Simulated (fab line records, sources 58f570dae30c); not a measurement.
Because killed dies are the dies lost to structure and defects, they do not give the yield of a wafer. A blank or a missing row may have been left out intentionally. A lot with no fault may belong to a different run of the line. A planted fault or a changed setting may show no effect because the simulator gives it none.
What tool caused it? ; flow berkeleyCmos170 ; 7 lots, 21 wafers sampled, at 2 steps of a route of 331

WHAT THE GAUGES READ, wafer by wafer
UCB170_PSD_CD_MEAS_06: the cd target is 1200 nm.
lot;measured;on;cdNm (nm)
L226;day 8 07:55;cdSem-02;1196.7 1197.7 1198.2
L227;day 9 00:34;cdSem-02;1197.2 1198.2 1198.3
L236;day 10 17:41;cdSem-02;- - -
L237;day 11 07:37;cdSem-02;- - -
L239;day 12 03:52;cdSem-01;1199.0 1199.4 1198.9
L243;day 12 07:37;cdSem-01;1200.7 1199.6 1200.4
L246;day 12 19:28;cdSem-02;1197.0 1196.7 1199.2

TOOL THAT RAN EACH LOT (tool first, then ch and the chambers of the sampled wafers, then the start)
lot;UCB170_PSD_COAT_01
L226;lithoTrack-01 ch 0, day 8 06:51
L227;lithoTrack-03 ch 0, day 8 23:27
L236;lithoTrack-01, day 10 16:43
L237;lithoTrack-01, day 11 06:34
L239;lithoTrack-02 ch 0, day 12 03:01
L243;lithoTrack-01 ch 0, day 12 06:48
L246;lithoTrack-02 ch 0, day 12 18:38
- UCB170_PSD_COAT_01: resist thk 900 nm.

THE ANSWER, worked out from the rows above alone
Rule: usual is defined by the lots themselves. The widest of any qualifying gaps counts: lots, ordered by their means at a reading, are off when they make up no more than a third of the lots, leave a main group of 4 or more, and stand apart from it by 3 or more times the standard deviation of that group's means. A main group is skipped when, at the precision printed for the reading in the tables above, its means are all equal. A lot without any number at a reading at which 4 lots or more have one is off too. The other lots that the step has rows for count as sound.
Off: L236, L237 (UCB170_PSD_CD_MEAS_06, cdNm). Without a number there: L236, L237. Main group: mean 1198.5 nm, sd 1.
If a tool, at a process step before that reading, ran all the lots that are off and no sound lot after the first of them, it fits. Gauges at UCB170_PSD_CD_MEAS_06: tried the same way as those tools. No candidate that was tried fits.

WHAT THE SIMULATOR HAD PUT IN
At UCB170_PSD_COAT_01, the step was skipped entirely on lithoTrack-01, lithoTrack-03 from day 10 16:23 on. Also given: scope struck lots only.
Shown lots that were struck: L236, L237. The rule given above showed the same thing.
